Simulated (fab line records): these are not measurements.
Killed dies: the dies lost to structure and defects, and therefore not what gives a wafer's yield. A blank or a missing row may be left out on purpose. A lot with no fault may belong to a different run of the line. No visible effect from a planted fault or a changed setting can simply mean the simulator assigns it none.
Which tool is to blame? || flow berkeley_cmos170 || 15 lots with 45 wafers sampled at 4 steps, on a route of 331 steps

## WHAT THE GAUGES SHOWED, per wafer
UCB170_ACTIVE_THK_MEAS_03. Usual: ACTIVE_OXIDE_THK gives 26.4 nm (standard deviation 0.36).
{"lot": "L392", "measured": "day 4 17:49", "on": "film_metro-01", "ACTIVE_OXIDE_THK (nm)": "27.3 27.0 27.0", "flag": ""}
{"lot": "L391", "measured": "day 4 17:49", "on": "film_metro-03", "ACTIVE_OXIDE_THK (nm)": "26.0 26.1 25.7", "flag": ""}
{"lot": "L393", "measured": "day 4 17:45", "on": "film_metro-01", "ACTIVE_OXIDE_THK (nm)": "26.6 26.4 26.2", "flag": ""}
{"lot": "L394", "measured": "day 4 17:44", "on": "film_metro-03", "ACTIVE_OXIDE_THK (nm)": "26.5 26.4 26.6", "flag": ""}
{"lot": "L395", "measured": "day 5 08:50", "on": "film_metro-04", "ACTIVE_OXIDE_THK (nm)": "26.0 25.9 25.9", "flag": ""}
{"lot": "L397", "measured": "day 5 17:46", "on": "film_metro-04", "ACTIVE_OXIDE_THK (nm)": "26.1 25.9 26.1", "flag": ""}
{"lot": "L398", "measured": "day 6 06:56", "on": "film_metro-04", "ACTIVE_OXIDE_THK (nm)": "26.2 26.5 26.1", "flag": ""}
{"lot": "L399", "measured": "day 6 06:57", "on": "film_metro-03", "ACTIVE_OXIDE_THK (nm)": "26.4 26.1 26.0", "flag": ""}
{"lot": "L406", "measured": "day 7 21:05", "on": "film_metro-04", "ACTIVE_OXIDE_THK (nm)": "26.3 26.3 26.1", "flag": ""}
{"lot": "L407", "measured": "day 8 09:26", "on": "film_metro-03", "ACTIVE_OXIDE_THK (nm)": "26.4 26.2 26.2", "flag": ""}
{"lot": "L408", "measured": "day 8 18:22", "on": "film_metro-01", "ACTIVE_OXIDE_THK (nm)": "26.1 26.2 26.3", "flag": ""}
{"lot": "L410", "measured": "day 9 06:10", "on": "film_metro-03", "ACTIVE_OXIDE_THK (nm)": "26.3 26.3 26.6", "flag": ""}
{"lot": "L412", "measured": "day 9 06:10", "on": "film_metro-04", "ACTIVE_OXIDE_THK (nm)": "26.9 26.4 25.9", "flag": ""}
{"lot": "L414", "measured": "day 9 06:13", "on": "film_metro-01", "ACTIVE_OXIDE_THK (nm)": "26.7 27.1 26.8", "flag": ""}
{"lot": "L413", "measured": "day 9 14:53", "on": "film_metro-04", "ACTIVE_OXIDE_THK (nm)": "26.7 26.5 26.4", "flag": ""}

UCB170_PFIELD_TW_MEAS_09. Usual: PFIELD_TW gives 606 (standard deviation 5.8).
{"lot": "L392", "measured": "day 5 05:14", "on": "film_metro-01", "PFIELD_TW": "594 595 594", "flag": ""}
{"lot": "L391", "measured": "day 5 04:35", "on": "film_metro-04", "PFIELD_TW": "610 611 609", "flag": ""}
{"lot": "L393", "measured": "day 5 04:57", "on": "film_metro-02", "PFIELD_TW": "611 610 611", "flag": ""}
{"lot": "L394", "measured": "day 5 04:17", "on": "film_metro-02", "PFIELD_TW": "608 607 608", "flag": ""}
{"lot": "L395", "measured": "day 5 20:01", "on": "film_metro-04", "PFIELD_TW": "607 612 610", "flag": ""}
{"lot": "L397", "measured": "day 6 10:16", "on": "film_metro-02", "PFIELD_TW": "610 609 611", "flag": ""}
{"lot": "L398", "measured": "day 6 18:35", "on": "film_metro-01", "PFIELD_TW": "595 597 600", "flag": ""}
{"lot": "L399", "measured": "day 6 19:04", "on": "film_metro-01", "PFIELD_TW": "594 595 597", "flag": ""}
{"lot": "L406", "measured": "day 8 11:02", "on": "film_metro-02", "PFIELD_TW": "609 610 609", "flag": ""}
{"lot": "L407", "measured": "day 8 23:21", "on": "film_metro-02", "PFIELD_TW": "610 613 611", "flag": ""}
{"lot": "L408", "measured": "day 9 10:04", "on": "film_metro-02", "PFIELD_TW": "610 607 609", "flag": ""}
{"lot": "L410", "measured": "day 9 17:09", "on": "film_metro-01", "PFIELD_TW": "598 597 597", "flag": ""}
{"lot": "L412", "measured": "day 9 16:24", "on": "film_metro-02", "PFIELD_TW": "608 607 605", "flag": ""}
{"lot": "L414", "measured": "day 9 16:52", "on": "film_metro-04", "PFIELD_TW": "610 610 608", "flag": ""}
{"lot": "L413", "measured": "day 10 01:14", "on": "film_metro-04", "PFIELD_TW": "612 613 611", "flag": ""}

## WHAT TOOL EACH LOT RAN ON (gives the tool, then ch and the chambers of the sampled wafers, and finally the start)
{"lot": "L392", "UCB170_PWELL_EXPOSE_10": "krf_scanner-02 ch 0, day 3 11:20", "UCB170_ACTIVE_STRIP_16": "plasma_asher-02 ch 0,1, day 5 03:02"}
{"lot": "L391", "UCB170_PWELL_EXPOSE_10": "krf_scanner-01 ch 0, day 3 11:34", "UCB170_ACTIVE_STRIP_16": "plasma_asher-01 ch 0,1, day 5 02:29"}
{"lot": "L393", "UCB170_PWELL_EXPOSE_10": "krf_scanner-02 ch 0, day 3 14:55", "UCB170_ACTIVE_STRIP_16": "plasma_asher-03 ch 0,1, day 5 02:45"}
{"lot": "L394", "UCB170_PWELL_EXPOSE_10": "krf_scanner-02 ch 0, day 3 15:01", "UCB170_ACTIVE_STRIP_16": "plasma_asher-02 ch 0,1, day 5 02:25"}
{"lot": "L395", "UCB170_PWELL_EXPOSE_10": "krf_scanner-02 ch 0, day 4 03:08", "UCB170_ACTIVE_STRIP_16": "plasma_asher-03 ch 0,1, day 5 18:23"}
{"lot": "L397", "UCB170_PWELL_EXPOSE_10": "krf_scanner-02 ch 0, day 4 11:47", "UCB170_ACTIVE_STRIP_16": "plasma_asher-03 ch 0,1, day 6 08:37"}
{"lot": "L398", "UCB170_PWELL_EXPOSE_10": "krf_scanner-02 ch 0, day 4 19:44", "UCB170_ACTIVE_STRIP_16": "plasma_asher-02 ch 0,1, day 6 16:49"}
{"lot": "L399", "UCB170_PWELL_EXPOSE_10": "krf_scanner-02 ch 0, day 4 19:50", "UCB170_ACTIVE_STRIP_16": "plasma_asher-01 ch 0,1, day 6 17:17"}
{"lot": "L406", "UCB170_PWELL_EXPOSE_10": "krf_scanner-02 ch 0, day 6 17:26", "UCB170_ACTIVE_STRIP_16": "plasma_asher-02 ch 0, day 8 08:38"}
{"lot": "L407", "UCB170_PWELL_EXPOSE_10": "krf_scanner-02 ch 0, day 7 01:20", "UCB170_ACTIVE_STRIP_16": "plasma_asher-02 ch 0,1, day 8 21:38"}
{"lot": "L408", "UCB170_PWELL_EXPOSE_10": "krf_scanner-02 ch 0, day 7 08:44", "UCB170_ACTIVE_STRIP_16": "plasma_asher-03 ch 0,1, day 9 06:06"}
{"lot": "L410", "UCB170_PWELL_EXPOSE_10": "krf_scanner-01 ch 0, day 7 22:34", "UCB170_ACTIVE_STRIP_16": "plasma_asher-03 ch 0,1, day 9 15:16"}
{"lot": "L412", "UCB170_PWELL_EXPOSE_10": "krf_scanner-01 ch 0, day 8 04:18", "UCB170_ACTIVE_STRIP_16": "plasma_asher-01 ch 0,1, day 9 14:36"}
{"lot": "L414", "UCB170_PWELL_EXPOSE_10": "krf_scanner-01 ch 0, day 8 04:25", "UCB170_ACTIVE_STRIP_16": "plasma_asher-02 ch 0,1, day 9 15:08"}
{"lot": "L413", "UCB170_PWELL_EXPOSE_10": "krf_scanner-01 ch 0, day 8 04:35", "UCB170_ACTIVE_STRIP_16": "plasma_asher-03 ch 0,1, day 9 23:43"}
- UCB170_PWELL_EXPOSE_10: exposes mask PWELL, target cd 3000 nm.
- UCB170_ACTIVE_STRIP_16: strips in O2.

## AS READ BY THE TOOLS THEMSELVES (means over the sampled wafers that have a number; for cases with no such wafer, the mark the record gives instead)
UCB170_PWELL_EXPOSE_10. Usual: exposure_dose_mJ_cm2 19.001, standard deviation 0.018; focus_offset_nm 0.1 nm, standard deviation 0.55.
{"lot": "L392", "tool": "krf_scanner-02", "exposure_dose_mJ_cm2": 19.002, "focus_offset_nm (nm)": 0.3, "flag": ""}
{"lot": "L391", "tool": "krf_scanner-01", "exposure_dose_mJ_cm2": 19.005, "focus_offset_nm (nm)": 0.3, "flag": ""}
{"lot": "L393", "tool": "krf_scanner-02", "exposure_dose_mJ_cm2": 18.993, "focus_offset_nm (nm)": 0.1, "flag": ""}
{"lot": "L394", "tool": "krf_scanner-02", "exposure_dose_mJ_cm2": 19.013, "focus_offset_nm (nm)": -0.5, "flag": ""}
{"lot": "L395", "tool": "krf_scanner-02", "exposure_dose_mJ_cm2": 18.997, "focus_offset_nm (nm)": -0.1, "flag": ""}
{"lot": "L397", "tool": "krf_scanner-02", "exposure_dose_mJ_cm2": 18.993, "focus_offset_nm (nm)": -0.2, "flag": ""}
{"lot": "L398", "tool": "krf_scanner-02", "exposure_dose_mJ_cm2": 19.019, "focus_offset_nm (nm)": -0.1, "flag": ""}
{"lot": "L399", "tool": "krf_scanner-02", "exposure_dose_mJ_cm2": 19.007, "focus_offset_nm (nm)": -0.1, "flag": ""}
{"lot": "L406", "tool": "krf_scanner-02", "exposure_dose_mJ_cm2": 17.776, "focus_offset_nm (nm)": -0.3, "flag": "OFF"}
{"lot": "L407", "tool": "krf_scanner-02", "exposure_dose_mJ_cm2": 17.753, "focus_offset_nm (nm)": -0.3, "flag": "OFF"}
{"lot": "L408", "tool": "krf_scanner-02", "exposure_dose_mJ_cm2": 17.752, "focus_offset_nm (nm)": -0.0, "flag": "OFF"}
{"lot": "L410", "tool": "krf_scanner-01", "exposure_dose_mJ_cm2": 18.998, "focus_offset_nm (nm)": 0.6, "flag": ""}
{"lot": "L412", "tool": "krf_scanner-01", "exposure_dose_mJ_cm2": 18.978, "focus_offset_nm (nm)": 0.4, "flag": ""}
{"lot": "L414", "tool": "krf_scanner-01", "exposure_dose_mJ_cm2": 19.004, "focus_offset_nm (nm)": 1.0, "flag": ""}
{"lot": "L413", "tool": "krf_scanner-01", "exposure_dose_mJ_cm2": 19.023, "focus_offset_nm (nm)": 0.1, "flag": ""}

UCB170_ACTIVE_STRIP_16. Usual: chamber_pressure_mTorr 3500 mTorr, standard deviation 3.2; drypump_motor_current_A 5.6 A, standard deviation 0.5; oes_product_au 0.721 a.u., standard deviation 0.0048; strip_time_to_endpoint_s 18.10 s, standard deviation 0.085.
{"lot": "L392", "tool": "plasma_asher-02", "chamber_pressure_mTorr (mTorr)": 3501, "drypump_motor_current_A (A)": 5.6, "oes_product_au (a.u.)": 0.722, "strip_time_to_endpoint_s (s)": 18.07, "flag": ""}
{"lot": "L391", "tool": "plasma_asher-01", "chamber_pressure_mTorr (mTorr)": 3503, "drypump_motor_current_A (A)": 6.3, "oes_product_au (a.u.)": 0.722, "strip_time_to_endpoint_s (s)": 18.13, "flag": ""}
{"lot": "L393", "tool": "plasma_asher-03", "chamber_pressure_mTorr (mTorr)": 3498, "drypump_motor_current_A (A)": 5.3, "oes_product_au (a.u.)": 0.721, "strip_time_to_endpoint_s (s)": 18.16, "flag": ""}
{"lot": "L394", "tool": "plasma_asher-02", "chamber_pressure_mTorr (mTorr)": 3497, "drypump_motor_current_A (A)": 5.5, "oes_product_au (a.u.)": 0.717, "strip_time_to_endpoint_s (s)": 18.01, "flag": ""}
{"lot": "L395", "tool": "plasma_asher-03", "chamber_pressure_mTorr (mTorr)": 3499, "drypump_motor_current_A (A)": 5.6, "oes_product_au (a.u.)": 0.718, "strip_time_to_endpoint_s (s)": 17.96, "flag": ""}
{"lot": "L397", "tool": "plasma_asher-03", "chamber_pressure_mTorr (mTorr)": 3499, "drypump_motor_current_A (A)": 5.6, "oes_product_au (a.u.)": 0.721, "strip_time_to_endpoint_s (s)": 18.14, "flag": ""}
{"lot": "L398", "tool": "plasma_asher-02", "chamber_pressure_mTorr (mTorr)": 3502, "drypump_motor_current_A (A)": 5.2, "oes_product_au (a.u.)": 0.721, "strip_time_to_endpoint_s (s)": 18.01, "flag": ""}
{"lot": "L399", "tool": "plasma_asher-01", "chamber_pressure_mTorr (mTorr)": 3503, "drypump_motor_current_A (A)": 6.0, "oes_product_au (a.u.)": 0.723, "strip_time_to_endpoint_s (s)": 18.10, "flag": ""}
{"lot": "L406", "tool": "plasma_asher-02", "chamber_pressure_mTorr (mTorr)": 3501, "drypump_motor_current_A (A)": 4.9, "oes_product_au (a.u.)": 0.724, "strip_time_to_endpoint_s (s)": 18.03, "flag": ""}
{"lot": "L407", "tool": "plasma_asher-02", "chamber_pressure_mTorr (mTorr)": 3503, "drypump_motor_current_A (A)": 5.6, "oes_product_au (a.u.)": 0.720, "strip_time_to_endpoint_s (s)": 18.10, "flag": ""}
{"lot": "L408", "tool": "plasma_asher-03", "chamber_pressure_mTorr (mTorr)": 3499, "drypump_motor_current_A (A)": 5.3, "oes_product_au (a.u.)": 0.717, "strip_time_to_endpoint_s (s)": 18.13, "flag": ""}
{"lot": "L410", "tool": "plasma_asher-03", "chamber_pressure_mTorr (mTorr)": 3501, "drypump_motor_current_A (A)": 5.6, "oes_product_au (a.u.)": 0.726, "strip_time_to_endpoint_s (s)": 18.15, "flag": ""}
{"lot": "L412", "tool": "plasma_asher-01", "chamber_pressure_mTorr (mTorr)": 3499, "drypump_motor_current_A (A)": 6.2, "oes_product_au (a.u.)": 0.722, "strip_time_to_endpoint_s (s)": 18.16, "flag": ""}
{"lot": "L414", "tool": "plasma_asher-02", "chamber_pressure_mTorr (mTorr)": 3503, "drypump_motor_current_A (A)": 5.6, "oes_product_au (a.u.)": 0.724, "strip_time_to_endpoint_s (s)": 18.09, "flag": ""}
{"lot": "L413", "tool": "plasma_asher-03", "chamber_pressure_mTorr (mTorr)": 3503, "drypump_motor_current_A (A)": 5.6, "oes_product_au (a.u.)": 0.718, "strip_time_to_endpoint_s (s)": 17.97, "flag": ""}

## THE ANSWER, worked out from the rows above alone
Rule: lot off if the mean of its wafers having a number is beyond 3 standard deviations from the usual mean. A lot without any number at a reading at which 4 lots or more have one is off too. All remaining lots with rows at the step are treated as sound. After the gauges, taken in route order, come the tools' own readings; for these a lot's mean is taken, as printed above. The first step at which some lot is off is used, and at that step the reading that is off furthest; a lot without a number counts as furthest.
Off at UCB170_PWELL_EXPOSE_10 (exposure_dose_mJ_cm2): L406, L407, L408.
A tool fits if, at that step or a process step before it, it ran every lot that is off, and no sound lot after the first of them. One fits: UCB170_PWELL_EXPOSE_10 on krf_scanner-02. A fault onset in the window from L399 (day 4 19:50, its last sound lot) to L406 (day 6 17:26, its first lot off) fits.
On the lots that are off, the tool's own readings at UCB170_PWELL_EXPOSE_10 differ by more than 5 times the standard deviation of the sound lots' means, which bears it out; exposure_dose_mJ_cm2 reads 17.760 there versus 19.003 on the sound lots.

## WHAT HAD BEEN PUT IN BY THE SIMULATOR
Drift in process parameters on krf_scanner-02 at UCB170_PWELL_EXPOSE_10, starting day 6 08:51. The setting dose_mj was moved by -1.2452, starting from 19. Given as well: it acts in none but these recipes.
Shown lots that were struck: L406, L407, L408. This agrees with what the rule above found.
